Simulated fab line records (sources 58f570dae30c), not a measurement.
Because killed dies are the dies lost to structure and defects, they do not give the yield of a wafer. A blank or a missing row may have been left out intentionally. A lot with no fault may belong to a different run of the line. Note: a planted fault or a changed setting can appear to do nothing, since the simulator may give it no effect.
Code-filled problem report in 8D (eight disciplines) form | flow berkeley-cmos170 | the parts of the form that need people (team, actions taken, sign-off) are left out

== 1. THE ISSUE ==
Mean of bias-w at UCB170_M1_METAL_ETCH_12: 161.8 W across 3 wafers in 2 lots; on wafers with no fault it is 120.0 W (standard deviation 0.36). That is +99 or more standard deviations from the usual mean.
The step: etches Al in Cl2/BCl3, stops on PSG, target depth 780 nm, time 130 s.
First observed at day 11 12:49: wafer L952.2, on rie-metal-01. The record holds 42 wafers of 14 lots with a number at this step. Rule for "out" (also "out of limits"): further than 4 standard deviations from the usual mean. All remaining wafers that have a number are taken as sound.

== 2. WHAT IT IS, WHAT IT ISN'T ==
question                    | is                     | is not
which readings at this step | bias-w                 | drypump-motor-current-A, oes-product-au, throttle-valve-pct
which lots                  | L952, L954             | L941, L942, L943, L944, L945, L946, L950, L957, L958, L960, L962, L964
which wafers of those lots  | L952.2, L952.6, L954.2 | L952.5, L954.1, L954.4
read on which tools         | rie-metal-01           | rie-metal-03, rie-metal-04
when                        | from day 11 12:49      | up to then (22 sound wafers); but 17 sound wafers of L954, L957, L958, L960, L962, L964 came after

== 3. SUSPECTS, AND WHAT RULES EACH OUT ==
Counting: any tool at a process step up to the reading remains a suspect provided it ran every lot that is out. Sound lots after the first of them don't rule it out here, since some wafers of a struck lot are sound.
- rie-metal-01 at UCB170_M1_METAL_ETCH_12 (etches Al in Cl2/BCl3, stops on PSG, target depth 780 nm, time 130 s): kept. Every lot that is out went through it, the first being L952 (day 11 12:49); the last sound lot it ran before that was L950 (day 10 19:07). On those wafers its own readings are out: bias-w.
- Within rie-metal-01 at UCB170_M1_METAL_ETCH_12, the wafers that are out were processed in chamber 1 and their sound lot-mates in chamber 0.
Remaining after the count: rie-metal-01 at UCB170_M1_METAL_ETCH_12.

== 4. THE CAUSE (what the simulator had put in) ==
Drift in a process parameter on rie-metal-01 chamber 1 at UCB170_M1_METAL_ETCH_12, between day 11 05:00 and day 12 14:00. A move of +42 in setting bias-w, from 120. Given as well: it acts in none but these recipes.
Counting left only this tool.

== 5. SEQUENCE OF EFFECTS, ordered by route ==
Rows list readings where the struck wafers' mean (over those with a number) sits beyond 3 standard deviations from the usual. Only readings for which the record gives a usual standard deviation are gone through. hours: the time from each lot's start at the first step in this table that gives one to its start at this step, as a median over the lots. sigmas: the change in usual standard deviations.
hours | step                    | reading | usual   | on struck wafers | change | sigmas
0     | UCB170_M1_METAL_ETCH_12 | bias-w  | 120.0 W | 161.8            | +41.8  | +99 or more
Its process steps:
- UCB170_M1_METAL_ETCH_12: etches Al in Cl2/BCl3, stops on PSG, target depth 780 nm, time 130 s.
Later measuring or inspecting steps at which every struck wafer that the step has a row for has a number for every such reading, and none has moved that far: UCB170_M3_THK_MEAS_03.

== 6. HOW IT WOULD HAVE BEEN CAUGHT EARLIER ==
First out-of-limits reading in this record: day 11 12:49, which is 8 hours after fault onset at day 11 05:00.
